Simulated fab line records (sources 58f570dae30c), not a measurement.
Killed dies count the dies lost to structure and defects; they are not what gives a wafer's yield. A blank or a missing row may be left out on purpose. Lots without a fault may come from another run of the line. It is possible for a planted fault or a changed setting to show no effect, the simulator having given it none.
Struck lot and sound lot, side by side || flow berkeley-cmos170 || 31 out of 331 route steps
Sound: the wafers L157.1, L157.2, L157.5. Wafers L155.2, L155.3, L155.6 were the ones struck. The cause is given at the end.
Per side, at each step with rows, come the tool, then ch with its chambers, and then its first start. Under that, the readings that differ: sound wafers || struck wafers || difference of the means || sigmas: that difference in standard deviations of wafers without a fault.
alike: readings whose means differ by less than 2 such deviations, and words and numbers that are the same on both sides. not compared: withheld readings, readings that some wafer has no value for, bounds like >300 that may hide the same value, and numbers for which the record gives no deviation and whose values overlap.
The two part at a step that has a row with sigmas, a row that says differs or no value, or rows on one side only. Numbers that don't overlap but have no deviation are shown without sigmas and don't part them. Lack of a reading on every wafer of one side parts them only where that side has two or more wafers.

first, 6 steps without rows for these wafers: UCB170_V1_HMDS_06 (prime time 60 s); UCB170_V1_COAT_07 (resist thk 900 nm); UCB170_V1_SOFTBAKE_08 (time 60 s); UCB170_V1_EXPOSE_09 (exposes mask VIA1, target cd 700 nm); UCB170_V1_PEB_10; UCB170_V1_DEVELOP_11 (develop time 45 s).
UCB170_V1_CD_MEAS_12: target cd 700 nm.
  sound on cd-sem-02 at day 8 07:37; struck on cd-sem-01 at day 8 00:37
  alike: cd-nm
UCB170_V1_OVL_MEAS_13:
  sound on overlay-01 at day 8 07:44; struck on overlay-01 at day 8 00:43
  alike: V1_OVL
UCB170_V1_ETCH_14: etches SiO2 in CHF3/CF4/Ar, stops on Al, target depth 1250 nm, time 291 s.
  sound on rie-diel-01 ch 0,1,3, day 8 07:46; struck on rie-diel-03 ch 0,2,3, day 8 00:45
  alike: drypump-motor-current-A, oes-product-au, throttle-valve-pct
  not compared: rf-hours-counter-h
UCB170_V1_STRIP_15: strips in O2.
  sound on plasma-asher-02 ch 0,1, day 8 07:57; struck on plasma-asher-02 ch 0,1, day 8 00:56
  alike: drypump-motor-current-A, oes-product-au, strip-time-to-endpoint-s
  not compared: rf-hours-counter-h
UCB170_V1_CD_MEAS_90: target cd 700 nm.
  sound on cd-sem-01 at day 8 08:03; struck on cd-sem-02 at day 8 01:03
  alike: cd-nm
then, 1 step without rows for these wafers: UCB170_M2_PRE_CLEAN_00 (preclean etch time 60 s).
UCB170_M2_SPUTTER_01: material Al, target thk 900 nm, time 120 s.
  sound on pvd-sputter-02 at day 8 08:14; struck on pvd-sputter-01 at day 8 01:13
{"reading": "model.Al_of_M2_SPUTTER_01.thk-nm (nm)", "sound": "890.1 878.7 881", "struck": "1172 1170 1176", "difference": "+289", "sigmas": ""}
  alike: cathode-dc-power-W, chamber-pressure-pa, throttle-valve-pct
UCB170_M2_RS_MEAS_02: measures by four-point-probe.
  sound on film-metro-04 at day 8 08:19; struck on film-metro-02 at day 8 01:19
{"reading": "M2_AL_RS (ohm/sq)", "sound": "0.0325 0.0330 0.0329", "struck": "0.0245 0.0246 0.0245", "difference": -0.0083, "sigmas": -23}
UCB170_M2_THK_MEAS_03: measures by xrf.
  sound on film-metro-04 at day 8 08:26; struck on film-metro-02 at day 8 01:26
{"reading": "M2_AL_THK (nm)", "sound": "881 870 877", "struck": "1169 1162 1166", "difference": "+290", "sigmas": "+29"}
then, 3 steps without rows for these wafers: UCB170_M2_HMDS_04 (prime time 60 s); UCB170_M2_COAT_05 (resist thk 900 nm); UCB170_M2_SOFTBAKE_06 (time 60 s).
UCB170_M2_STRIP_07: strips in O2.
  sound on plasma-asher-04 ch 0,1, day 8 08:59; struck on plasma-asher-04 ch 0,1, day 8 01:56
  alike: drypump-motor-current-A, oes-product-au, strip-time-to-endpoint-s
  not compared: rf-hours-counter-h
then, 7 steps without rows for these wafers: UCB170_M2_STRIP_08 (strips KrF in DMSO, time 600 s); UCB170_M2_COAT_09; UCB170_M2_COAT_10 (resist thk 900 nm); UCB170_M2_SOFTBAKE_11 (time 60 s); UCB170_M2_EXPOSE_12 (exposes mask METAL2, target cd 700 nm); UCB170_M2_PEB_13; UCB170_M2_DEVELOP_14 (develop time 45 s).
UCB170_M2_CD_MEAS_15: target cd 700 nm.
  sound on cd-sem-02 at day 8 10:49; struck on cd-sem-02 at day 8 03:34
  alike: cd-nm
UCB170_M2_OVL_MEAS_16:
  sound on overlay-02 at day 8 10:56; struck on overlay-02 at day 8 03:41
  alike: M2_OVL
UCB170_M2_ETCH_17: etches BARC in N2/H2.
  sound on rie-diel-03 ch 1,2, day 8 10:58; struck on rie-diel-03 ch 1,2,3, day 8 03:43
  alike: drypump-motor-current-A, n2-flow-sccm, oes-product-au, throttle-valve-pct
UCB170_M2_METAL_ETCH_18: etches Al in Cl2/BCl3, stops on SiO2, target depth 1170 nm, time 195 s.
  sound on rie-metal-02 ch 0,1, day 8 11:01; struck on rie-metal-04 ch 0, day 8 03:45
{"reading": "oes-product-au (a.u.)", "sound": "0.860 0.847 0.858", "struck": "0.984 0.998 0.995", "difference": "+0.137", "sigmas": "+18"}
  alike: bcl3-flow-sccm, drypump-motor-current-A, throttle-valve-pct
  not compared: rf-hours-counter-h
UCB170_M2_STRIP_19: strips in O2.
  sound on plasma-asher-01 ch 0,1, day 8 11:12; struck on plasma-asher-04 ch 0,1, day 8 03:56
  alike: drypump-motor-current-A, oes-product-au
  not compared: rf-hours-counter-h

## WHERE THEY PART
Earliest at UCB170_M2_RS_MEAS_02; latest, in this record, at UCB170_M2_METAL_ETCH_18. Later steps at which nothing parts them and some readings are alike: UCB170_M2_STRIP_19.

WHY: what the simulator had put in
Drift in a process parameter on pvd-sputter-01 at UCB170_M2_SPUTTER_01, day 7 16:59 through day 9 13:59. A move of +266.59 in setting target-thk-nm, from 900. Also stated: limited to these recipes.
